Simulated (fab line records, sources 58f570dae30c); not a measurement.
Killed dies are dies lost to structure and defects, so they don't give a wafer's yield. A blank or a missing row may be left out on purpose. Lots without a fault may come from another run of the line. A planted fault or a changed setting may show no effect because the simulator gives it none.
fab line records | flow berkeley_cmos170
record lots=14 wafers=42 last_day=12
route steps=331 shown M3@327
lots that met no fault: from a run of the same line without faults
start_h: hours from the record's first day to the start of the lot's first wafer shown | wait_h: hours since the lot's step before | " the same as in the row above | L1.1+2: a row that stands for several wafers | - no value, or no start given | * or withheld: withheld | < > ~ a bound
route shown NAME@n: a module of which the file shows steps, and the number in the route of the first | usual: mean/standard deviation of fault-free wafers | same: alike in all rows | chamber/n: place in a boat | sites: the reading at each site | _std_site: their standard deviation | _edge_site: outer sites' mean less inner sites' | radius_mm: how far each site lies from the wafer's centre | mask NAME#n: copy n | behind: the tool/chamber that last shaped the wafer | hold: why the lot was held/for how many hours/how that ended | device: the transistor (n, p or np) that didn't switch | end of line: the same wafers' tests at the end of the route | a step without rows: its recipe alone | killed: dies lost to structure and defects at the first sort, not the wafer's yield | map: a wafer's dies, x killed, . not, _ none there
set.NAME: the setting as run; set.NAME@STEP: as run at that earlier step | model.NAME: the simulator's own value behind a step, which no gauge read
steps of the route over a sample of lots; a table a step, a row a wafer
services: from which hour (start_h, from the record's first day; less than 0 if before it) a tool's chamber was out of use, for how many hours, and why
## steps
# step UCB170_M3_METAL_ETCH_18
# recipe chemistry=Cl2/BCl3 target=Al stop_on=SiO2 pressure_mtorr=12 target_depth_a=11700 over_etch_frac=0.3 time_s=195 icp_w=600 bias_w=120 Cl2_flow_sccm=90 bcl3_flow_sccm=45
# usual drypump_motor_current_A=5.9/0.32 oes_product_au=0.854/0.016 rf_fwd_power_W=597.7/1.8 throttle_valve_pct=24.42/0.1
# same over_etch_frac=0.3
# columns lot.wafer tool chamber start_h wait_h drypump_motor_current_A oes_product_au rf_fwd_power_W rf_hours_counter_h throttle_valve_pct
L339.4 rie_metal-04 0 164.52 - 6.1 0.865 600.1 - 24.35
L339.5 " 0 " " 6.0 0.872 600.0 - 24.34
L339.6 " 1 " " 6.0 0.865 598.7 - 24.42
L338.1 rie_metal-03 0 164.55 - 5.3 0.834 599.8 3 24.39
L338.4 " 0 " " 5.3 0.829 597.6 - 24.39
L338.5 " 1 " " 5.9 0.854 596.6 - 24.43
L340.1 rie_metal-01 1 165.30 - 6.3 0.853 596.5 10 24.33
L340.3 " 1 " " 6.3 0.856 598.6 - 24.33
L340.4 " 1 " " 6.3 0.866 598.2 - 24.33
L343.2 rie_metal-01 0 187.50 - 5.8 0.841 595.6 0 24.68
L343.3 " 0 " " 5.8 0.834 596.9 - 24.70
L343.5 " 0 " " 5.8 0.841 595.9 - 24.69
L345.2 rie_metal-03 0 198.37 - 5.3 0.845 599.9 4 24.38
L345.3 " 0 " " 5.3 0.838 598.2 - 24.39
L345.4 " 1 " " 5.9 0.866 597.5 - 24.44
L344.1 rie_metal-04 0 198.49 - 6.1 0.870 596.5 13 24.36
L344.5 " 1 " " 6.0 0.856 599.4 - 24.40
L344.6 " 0 " " 6.1 0.885 598.7 - 24.35
L348.2 rie_metal-04 1 224.13 - 6.0 0.844 597.6 10 24.43
L348.3 " 1 " " 6.0 0.849 596.5 - 24.43
L348.4 " 0 " " 6.1 0.869 836.8 - 24.36
L351.2 rie_metal-04 1 228.38 - 6.0 0.848 599.5 10 24.42
L351.5 " 0 " " 6.1 0.872 839.7 - 24.36
L351.6 " 1 " " 6.0 0.851 599.4 - 24.43
L354.1 rie_metal-01 1 234.69 - 6.3 0.861 592.6 12 24.36
L354.3 " 1 " " 6.3 0.857 594.7 - 24.33
L354.6 " 1 " " 6.3 0.847 595.4 - 24.34
L352.1 rie_metal-03 1 235.05 - 6.0 0.859 597.8 8 24.43
L352.3 " 0 " " 5.3 0.827 596.4 - 24.40
L352.6 " 1 " " 5.9 0.856 597.8 - 24.42
L356.2 rie_metal-03 1 244.36 - 5.9 0.865 598.7 8 24.44
L356.4 " 0 " " 5.3 0.832 596.5 - 24.39
L356.5 " 1 " " 5.9 0.860 598.8 - 24.42
L357.1 rie_metal-03 1 270.68 - 5.9 0.864 602.3 8 24.43
L357.5 " 0 " " 5.3 0.829 596.8 - 24.40
L357.6 " 1 " " 6.0 0.862 598.2 - 24.44
L359.1 rie_metal-03 1 271.68 - 5.9 0.849 598.7 9 24.44
L359.3 " 0 " " 5.3 0.825 599.5 - 24.39
L359.4 " 1 " " 6.0 0.858 594.5 - 24.44
L361.2 rie_metal-01 0 275.38 - 5.8 0.844 597.6 3 24.68
L361.3 " 1 " " 6.3 0.863 596.1 - 24.32
L361.6 " 0 " " 5.8 0.835 594.1 - 24.69
# step UCB170_M3_STRIP_19
# recipe chemistry=O2 power_w=400 pressure_mtorr=3500 platen_temp_c=withheld o2_flow_sccm=400 overash_fraction=0.5
# usual drypump_motor_current_A=5.8/0.33 oes_product_au=0.542/0.015
# columns lot.wafer tool chamber start_h wait_h drypump_motor_current_A oes_product_au rf_hours_counter_h
L339.4 plasma_asher-04 0 164.68 0.1 5.8 0.574 -
L339.5 " 1 " " 6.1 0.558 -
L339.6 " 0 " " 5.7 0.518 -
L338.1 plasma_asher-02 1 164.73 0.1 5.6 0.550 38
L338.4 " 1 " " 5.6 0.552 -
L338.5 " 0 " " 6.2 0.552 -
L340.1 plasma_asher-03 0 165.80 0.4 5.2 0.539 45
L340.3 " 1 " " 5.5 0.542 -
L340.4 " 0 " " 5.2 0.532 -
L343.2 plasma_asher-04 0 187.69 0.1 5.7 0.533 7
L343.3 " 0 " " 5.7 0.525 -
L343.5 " 1 " " 6.1 0.528 -
L345.2 plasma_asher-04 0 198.56 0.1 5.7 0.539 8
L345.3 " 0 " " 5.7 0.548 -
L345.4 " 1 " " 6.1 0.541 -
L344.1 plasma_asher-02 0 198.67 0.1 6.2 0.559 41
L344.5 " 0 " " 6.2 0.516 -
L344.6 " 1 " " 5.6 0.571 -
L348.2 plasma_asher-04 1 224.32 0.1 6.1 0.514 11
L348.3 " 0 " " 5.7 0.528 -
L348.4 " 1 " " 6.1 0.304 -
L351.2 plasma_asher-04 0 228.57 0.1 5.8 0.517 12
L351.5 " 0 " " 5.8 0.318 -
L351.6 " 1 " " 6.1 0.522 -
L354.1 plasma_asher-02 0 234.88 0.1 6.2 0.539 46
L354.3 " 0 " " 6.2 0.544 -
L354.6 " 0 " " 6.2 0.532 -
L352.1 plasma_asher-03 0 235.24 0.1 5.2 0.544 52
L352.3 " 1 " " 5.5 0.540 -
L352.6 " 0 " " 5.2 0.547 -
L356.2 plasma_asher-03 1 244.55 0.1 5.5 0.548 54
L356.4 " 1 " " 5.5 0.541 -
L356.5 " 1 " " 5.5 0.548 -
L357.1 plasma_asher-04 1 270.87 0.1 6.1 0.547 16
L357.5 " 1 " " 6.1 0.550 -
L357.6 " 0 " " 5.7 0.550 -
L359.1 plasma_asher-03 0 271.87 0.1 5.2 0.544 56
L359.3 " 0 " " 5.2 0.538 -
L359.4 " 1 " " 5.5 0.546 -
L361.2 plasma_asher-04 1 275.57 0.1 6.1 0.545 17
L361.3 " 1 " " 6.1 0.558 -
L361.6 " 0 " " 5.7 0.544 -
# step UCB170_M3_CD_MEAS_90
# recipe target_cd_nm=700
# usual cd_nm=700/3.3
# columns lot.wafer tool chamber start_h wait_h cd_nm
L339.4 cd_sem-02 - 164.80 0.1 702
L339.5 " - " " 703
L339.6 " - " " 698
L338.1 cd_sem-01 - 164.83 0.1 699
L338.4 " - " " 698
L338.5 " - " " 700
L340.1 cd_sem-01 - 165.90 0.1 704
L340.3 " - " " 704
L340.4 " - " " 704
L343.2 cd_sem-02 - 187.81 0.1 701
L343.3 " - " " 702
L343.5 " - " " 701
L345.2 cd_sem-02 - 198.68 0.1 703
L345.3 " - " " 700
L345.4 " - " " 694
L344.1 cd_sem-01 - 198.78 0.1 700
L344.5 " - " " 696
L344.6 " - " " 699
L348.2 cd_sem-01 - 224.44 0.1 698
L348.3 " - " " 696
L348.4 " - " " 683
L351.2 cd_sem-01 - 228.69 0.1 696
L351.5 " - " " 685
L351.6 " - " " 699
L354.1 cd_sem-01 - 234.98 0.1 702
L354.3 " - " " 704
L354.6 " - " " 702
L352.1 cd_sem-01 - 235.34 0.1 695
L352.3 " - " " 700
L352.6 " - " " 694
L356.2 cd_sem-01 - 244.67 0.1 697
L356.4 " - " " 703
L356.5 " - " " 697
L357.1 cd_sem-02 - 270.97 0.1 697
L357.5 " - " " 701
L357.6 " - " " 698
L359.1 cd_sem-01 - 271.97 0.1 694
L359.3 " - " " 698
L359.4 " - " " 696
L361.2 cd_sem-02 - 275.69 0.1 703
L361.3 " - " " 704
L361.6 " - " " 701
## services
# columns tool chamber start_h hours kind
rie_metal-01 0 154.67 - clean
rie_metal-01 0 154.67 16.2 scheduled_down
rie_metal-01 0 154.67 16.2 vent_cycle
rie_metal-04 1 185.38 3.3 repair
rie_metal-03 0 209.27 16.3 repair
rie_metal-03 - 222.56 2.8 pm
plasma_asher-04 - 222.89 1.3 repair
rie_metal-03 - 239.00 1.4 pm
## key
first_sign step=UCB170_M3_METAL_ETCH_18 reading=rf_fwd_power_W direction=up sigmas=99+ usual=597.7 struck=838.3
effect step=UCB170_M3_STRIP_19 reading=oes_product_au direction=down sigmas=15 usual=0.542 struck=0.311
effect step=UCB170_M3_CD_MEAS_90 reading=cd_nm direction=down sigmas=4.9 usual=700 struck=684
met_at UCB170_M3_METAL_ETCH_18
struck_lots L348,L351
struck_wafers L348.4,L351.5
onset_between 198.49 224.13
fault kind=process_parameter_drift tool=rie_metal-04 chamber=0 onset_h=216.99 steps=UCB170_M3_METAL_ETCH_18 channel=icp_w offset=240 shape=step end_h=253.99 acts_in=these_recipes_only stated=600
